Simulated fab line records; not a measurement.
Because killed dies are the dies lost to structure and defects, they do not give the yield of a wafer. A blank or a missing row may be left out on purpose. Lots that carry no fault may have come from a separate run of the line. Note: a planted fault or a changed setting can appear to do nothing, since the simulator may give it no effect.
A single fault, viewed from 2 desks / flow berkeleyCmos170 / numbers are kept per desk, each desk with only its own; the story behind them comes last

AT THE METROLOGY DESK
Means of the sampled wafers that have a number, per lot and without regard to the tool the lot ran on: this is what the gauges read. The brackets show how far a lot's mean lies from the usual mean; more than 4 standard deviations puts the lot out of limits, marked OUT.
Columns: A = WELLDRIVE_OXIDE_THK at UCB170_WELLDRIVE_THK_MEAS_02, usual 199 nm
lot=L717; first seen here=day 4 00:11; A=195
lot=L716; first seen here=day 4 00:11; A=203
lot=L719; first seen here=day 4 12:43; A=193
lot=L718; first seen here=day 4 16:39; A=197
lot=L721; first seen here=day 5 03:11; A=202
lot=L720; first seen here=day 5 03:12; A=200
lot=L723; first seen here=day 5 12:43; A=198
lot=L726; first seen here=day 6 08:11; A=142 (-15) OUT
lot=L727; first seen here=day 6 08:12; A=150 (-13) OUT
lot=L733; first seen here=day 8 00:05; A=201
lot=L734; first seen here=day 8 00:05; A=202
lot=L735; first seen here=day 8 15:11; A=193
lot=L737; first seen here=day 8 15:11; A=201
lot=L736; first seen here=day 8 15:17; A=198
This desk's finding: out of limits on L726, L727; first on L726, day 6 08:11 (WELLDRIVE_OXIDE_THK at UCB170_WELLDRIVE_THK_MEAS_02). L717, L716, L719, L718, L721, L720, L723, L733, L734, L735, L737, L736 stayed within limits.

FOR THE TOOL OWNER'S DESK: furnace-02
The tool's own readings at UCB170_WELLDRIVE_OXIDATION_01 (target thk 199 nm, ox time 9000 s): means of the sampled wafers that have a number, for each lot that ran on this tool. The brackets show how far a lot's mean lies from the usual mean; more than 4 standard deviations puts the lot out of limits, marked OUT.
Columns: A = tubeCenterTempC at UCB170_WELLDRIVE_OXIDATION_01, usual 1100.0 C
lot=L716; first seen here=day 3 20:41; A=1099.9
lot=L717; first seen here=day 3 20:41; A=1100.1
lot=L718; first seen here=day 4 13:08; A=1099.9
lot=L720; first seen here=day 4 23:38; A=1099.9
lot=L721; first seen here=day 4 23:38; A=1100.0
lot=L726; first seen here=day 6 04:41; A=1100.1
lot=L727; first seen here=day 6 04:41; A=1100.1
Result from this desk: across the 7 lots, nothing is out of limits.

TAKEN TOGETHER
The metrology desk could have raised an alarm at day 6 08:11, on L726, L727.
The tool owner's desk saw nothing out of limits.
Tool owner's desk: L726, L727 on record, inside its limits.
Every lot named ran UCB170_WELLDRIVE_OXIDATION_01 on furnace-02.

WHAT WAS PUT IN BY THE SIMULATOR
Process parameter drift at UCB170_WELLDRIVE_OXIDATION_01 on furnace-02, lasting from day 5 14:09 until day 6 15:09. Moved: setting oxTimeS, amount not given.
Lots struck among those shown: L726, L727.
Delay in hours, fault start to first out-of-limits reading, per desk: metrology desk 18.
